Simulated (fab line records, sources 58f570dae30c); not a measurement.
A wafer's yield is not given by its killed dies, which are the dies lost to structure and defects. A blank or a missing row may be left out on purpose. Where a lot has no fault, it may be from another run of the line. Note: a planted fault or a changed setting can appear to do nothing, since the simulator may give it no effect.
Matching of chambers    flow berkeley-cmos170    UCB170_M2_ETCH_17 on rie-diel-01 has 4 sister chambers
The step etches BARC in N2/H2. 16 wafers are shown with their chamber, then 8 later ones without.

== EACH WAFER AND ITS CHAMBER ==
wafer   chamber  drypump-motor-current-A (A)  throttle-valve-pct (%)  oes-product-au (a.u.)
L640.1  2        4.9                          13.47                   0.991
L640.3  1        5.2                          13.37                   1.002
L640.4  2        4.9                          13.48                   0.990
L639.1  0        6.0                          13.41                   0.992
L639.3  2        4.9                          13.48                   0.977
L639.4  3        5.8                          13.47                   1.000
L645.2  0        6.1                          13.41                   0.989
L645.3  3        5.7                          13.47                   1.001
L645.6  1        5.2                          13.36                   0.997
L648.4  0        6.1                          13.41                   0.990
L648.5  1        5.2                          13.41                   0.993
L648.6  0        6.0                          13.43                   0.991
L647.1  2        4.9                          13.48                   0.994
L647.5  2        4.9                          13.47                   0.984
L647.6  3        5.7                          13.46                   1.004
L649.1  2        4.9                          13.48                   0.986

SIGNATURES (means of the wafers above)
reading                  chamber 0  chamber 1  chamber 2  chamber 3  scatter within a chamber
drypump-motor-current-A  6.050      5.200      4.900      5.733      0.0373
throttle-valve-pct       13.4150    13.3800    13.4767    13.4667    0.0126
oes-product-au           0.99050    0.99733    0.98700    1.00167    0.00446
Rule: for each reading, subtract the chamber's mean from the wafer's reading, divide by that reading's scatter and square the result; add these up over the readings and take the root, which gives the wafer's distance from the chamber. If the next closest chamber is less than 2 further off than the closest, the wafer can't be placed; otherwise it belongs to the closest. The scatter: take each reading less its chamber's mean, square it, sum over the shown wafers, divide by the number of wafers less the number of chambers, and take the root.

== WAFERS WITH NO CHAMBER GIVEN ==
wafer   drypump-motor-current-A (A)  throttle-valve-pct (%)  oes-product-au (a.u.)
L649.2  6.0                          13.41                   1.001
L649.6  6.0                          13.43                   0.994
L653.2  4.9                          13.48                   0.988
L653.3  6.1                          13.41                   0.994
L653.4  5.2                          13.36                   1.004
L655.1  5.2                          13.37                   0.994
L655.2  5.7                          13.46                   1.001
L655.5  6.0                          13.40                   0.989

== EACH ONE'S CHAMBER ==
wafer   from the rows above  in truth
L649.2  0                    0
L649.6  0                    0
L653.2  2                    2
L653.3  0                    0
L653.4  1                    1
L655.1  1                    1
L655.2  3                    3
L655.5  0                    0
Correct placement for 8 of the 8. Not placeable from these rows: 0. Wrongly placed: 0.
